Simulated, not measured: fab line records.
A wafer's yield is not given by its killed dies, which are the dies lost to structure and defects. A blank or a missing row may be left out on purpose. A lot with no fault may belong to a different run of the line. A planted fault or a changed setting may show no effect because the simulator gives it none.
Matching of chambers ; flow berkeleyCmos170 ; cmp-01 running UCB170_V2_CMP_02: 4 sister chambers
The step polishes SiO2. 4 wafers are shown with their chamber, then 8 later ones without.

## WAFERS WITH THEIR CHAMBER
wafer;chamber;motorCurrentA (A)
L897.2;0;16.9
L900.2;3;16.0
L900.3;1;16.9
L904.2;2;18.4

## WAFERS WHOSE CHAMBER IS MISSING
wafer;motorCurrentA (A)
L904.3;17.2
L904.4;15.7
L902.1;16.0
L902.2;18.7
L902.5;16.1
L914.3;16.8
L914.5;15.4
L914.6;17.3

## THE CHAMBER EACH PASSED THROUGH
wafer;from the rows above;in truth
L904.3;can't be placed: 0 or 1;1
L904.4;3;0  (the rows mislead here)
L902.1;3;3
L902.2;2;2
L902.5;3;3
L914.3;can't be placed: 0 or 1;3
L914.5;3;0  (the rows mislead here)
L914.6;can't be placed: 0 or 1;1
Placed correctly: 3 of 8. Unplaceable from these rows: 3, with the true chamber sitting among the candidates in 2. Placed wrongly: 2.
How it was worked out, from the rows above alone: a wafer's distance from a chamber is the root of the sum, over the readings, of the square of ((its reading less the chamber's mean) divided by the reading's scatter). If the next closest chamber is less than 2 further off than the closest, the wafer can't be placed; otherwise it belongs to the closest. For every chamber, the mean is computed from those of its wafers that are shown. The scatter: root of mean squared gap, hidden wafer to nearest shown wafer, with one shown wafer a chamber.
